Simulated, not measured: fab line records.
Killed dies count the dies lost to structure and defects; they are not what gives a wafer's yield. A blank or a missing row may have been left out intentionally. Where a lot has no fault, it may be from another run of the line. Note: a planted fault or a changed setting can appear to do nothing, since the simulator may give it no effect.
One fault seen from 2 desks -- flow berkeleyCmos170 -- what lay behind the numbers comes last; until then each desk has only its own

## METROLOGY DESK
What the gauges read for every lot (on any tool): the sampled wafers with a number, averaged. Marked OUT: a lot whose mean sits more than 4 standard deviations from the usual mean, which makes it out of limits; the brackets give that distance.
Columns: A = cdNm at UCB170_ACTIVE_CD_MEAS_90, usual 1200.2 nm; B = SACOX_OXIDE_THK at UCB170_SACOX_THK_MEAS_02, usual 14.34 nm; C = PLDD_TW at UCB170_PLDD_TW_MEAS_11, usual 1003; D = PLDD_RS at UCB170_SDANNEAL_RS_MEAS_04, usual 1032 ohm/sq
lot,first seen here,A,B,C,D
L436,day 5 02:07,1199.8,14.59,1013,1030
L435,day 5 02:22,1200.9,14.40,991,1028
L437,day 5 17:16,1202.3,13.99,1008,1030
L439,day 5 17:21,1201.4,14.60,1011,1034
L438,day 5 17:31,1199.2,14.29,1012,1037
L441,day 6 00:31,1200.3,14.42,996,1032
L442,day 6 01:07,1198.9,14.45,1017,1030
L440,day 6 01:19,1199.3,14.46,1016,1033
L447,day 7 08:06,1201.6,14.22,993,1035
L449,day 7 08:17,1202.2,14.70,1003,1030
L453,day 8 02:40,1199.6,14.50,992,1027
L454,day 8 02:40,1198.8,14.51,1039 (+4.2) OUT,968 (-21) OUT
L450,day 8 02:54,1201.4,14.40,1032,970 (-20) OUT
L458,day 9 10:49,1199.9,14.36,1005,1031
This desk reports L450, L454 out of limits; the earliest was L454 at day 10 13:16 (PLDD_TW at UCB170_PLDD_TW_MEAS_11). Within limits: L436, L435, L437, L439, L438, L441, L442, L440, L447, L449, L453, L458.

## FOR THE TOOL OWNER'S DESK: implanter-03
For each lot that ran on this tool, the mean over its sampled wafers that have a number, from the tool's own readings at UCB170_PLDD_IMPLANT_08. Marked OUT: a lot whose mean sits more than 4 standard deviations from the usual mean, which makes it out of limits; the brackets give that distance.
Columns: A = beamOnS at UCB170_PLDD_IMPLANT_08, usual 9.97 s; B = doseIonsCm2 at UCB170_PLDD_IMPLANT_08, usual 4.999e+13; C = faradayCurrentUA at UCB170_PLDD_IMPLANT_08, usual 159
lot,first seen here,A,B,C
L436,day 7 13:26,9.95,4.996e+13,159
L439,day 7 21:16,10.04,5.000e+13,158
L442,day 8 09:10,9.99,4.989e+13,159
L454,day 10 12:53,10.35,5.795e+13 (+99 or more) OUT,178 (+6.0) OUT
L450,day 10 14:07,10.28,5.798e+13 (+99 or more) OUT,179 (+6.2) OUT
This desk's verdict: out of limits on L450, L454, starting with L454 at day 10 12:53 (doseIonsCm2 at UCB170_PLDD_IMPLANT_08). Within limits: L436, L439, L442.

## TAKEN TOGETHER
The tool owner's desk had the chance to raise an alarm at day 10 12:53 on L450, L454.
On L450, L454, the metrology desk was in a position to raise an alarm at day 10 13:16.
All the named lots went through UCB170_PLDD_IMPLANT_08 on implanter-03.

## WHAT THE SIMULATOR HAD INSERTED
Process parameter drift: implanter-03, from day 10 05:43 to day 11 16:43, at UCB170_PLDD_IMPLANT_08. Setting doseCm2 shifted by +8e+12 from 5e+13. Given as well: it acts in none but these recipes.
Lots struck among those shown: L450, L454.
Counting hours from when the fault started, the first reading out of limits came at 7 for the tool owner's desk and at 8 for the metrology desk.
